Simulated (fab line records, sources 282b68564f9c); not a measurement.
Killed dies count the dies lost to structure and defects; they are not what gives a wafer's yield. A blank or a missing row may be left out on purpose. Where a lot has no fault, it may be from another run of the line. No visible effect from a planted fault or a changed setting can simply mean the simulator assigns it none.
A lot that was struck, set against a sound lot + flow rit cmos + 15 out of 202 route steps
Sound: these wafers, L977.2, L977.5, L977.6. The struck wafers were L984.2, L984.4, L984.5. Last of all comes the cause.
At each step with rows: each side's tool, then ch and its chambers, then its first start. Under that, the readings that differ: sound wafers + struck wafers + difference of the means + sigmas: that difference in standard deviations of wafers without a fault.
alike: readings with means less than 2 such deviations apart, plus words and numbers identical on both sides. not compared: withheld readings, readings lacking a value on some wafer, bounds such as >300 that could conceal the same value, and numbers that have no deviation in the record and whose values overlap.
A row with sigmas, a row that says differs or no value, or rows on one side alone: a step with any of these is where the two part. When numbers do not overlap yet have no deviation, they are printed without sigmas and do not part them. A reading missing from all wafers of one side parts the sides only when that side holds two or more wafers.

RIT_CONTACT_STRIP_12: strips in O2, time 180 s.
  sound on plasma asher-02 ch 0,1, day 3 19:09; struck on plasma asher-04 ch 0,1, day 5 08:47
  alike: drypump motor current A
  not compared: rf hours counter h
RIT_CONTACT_CD_MEAS_90 targets a cd of 1000 nm.
  sound on cd sem-02 at day 3 19:21; struck on cd sem-02 at day 5 08:58
  alike: cd nm
then, 2 steps without rows for these wafers: RIT_CONTACT_CLEAN_13 (cleans in SC1, time 600 s); RIT_CONTACT_CLEAN_14 (cleans in SC2, time 600 s).
RIT_M1_SPUTTER_00: material Al, target thk 400 nm, time 500 s.
  sound on pvd sputter-02 at day 3 19:49; struck on pvd sputter-04 at day 5 09:28
  alike: throttle valve pct
RIT_M1_RS_MEAS_01: uses a four-point probe to measure.
  sound on film metro-04 at day 3 20:08; struck on film metro-03 at day 5 09:46
  alike: M1_AL_RS
RIT_M1_THK_MEAS_02: measures by xrf.
  sound on film metro-04 at day 3 20:14; struck on film metro-03 at day 5 09:53
  alike: M1_AL_THK
then, 5 steps without rows for these wafers: RIT_M1_HMDS_03 (prime time 60 s); RIT_M1_COAT_04 (resist thk 1300 nm); RIT_M1_SOFTBAKE_05 (time 60 s); RIT_M1_EXPOSE_06 (exposes mask M12, target cd 2600 nm); RIT_M1_PEB_07.
RIT_M1_DEVELOP_08: develop time 68.94 s.
  sound on litho track-04 ch 0, day 3 21:00; struck on litho track-04 ch 0, day 5 10:00
| reading              | sound             | struck            | difference | sigmas |
|----------------------|-------------------|-------------------|------------|--------|
| developer temp C (C) | 23.03 22.77 22.93 | 22.27 22.42 22.25 | -0.60      | -6     |
RIT_M1_CD_MEAS_09 targets a cd of 2600 nm.
  sound on cd sem-02 at day 3 21:22; struck on cd sem-01 at day 5 10:58
  alike: cd nm
RIT_M1_PROBE_99:
  sound on prober-01 at day 4 00:05; struck on prober-02 at day 5 14:10
  alike: defect limited yield, killed_at_M0_to_M3, killed at contacts, killed at front end, killed dies, killed open, killed short, sort_bin_3_pad_short, sort_bin_5_function, sort_bin_6_memory, sort n pass, sort yield pct

== WHERE THEY PART ==
Only at RIT_M1_DEVELOP_08, within this record. Later steps at which nothing parts them and some readings are alike: RIT_M1_CD_MEAS_09, RIT_M1_PROBE_99.

WHY: what had been put in by the simulator
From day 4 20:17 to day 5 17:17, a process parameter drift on litho track-04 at RIT_M1_DEVELOP_08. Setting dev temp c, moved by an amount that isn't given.
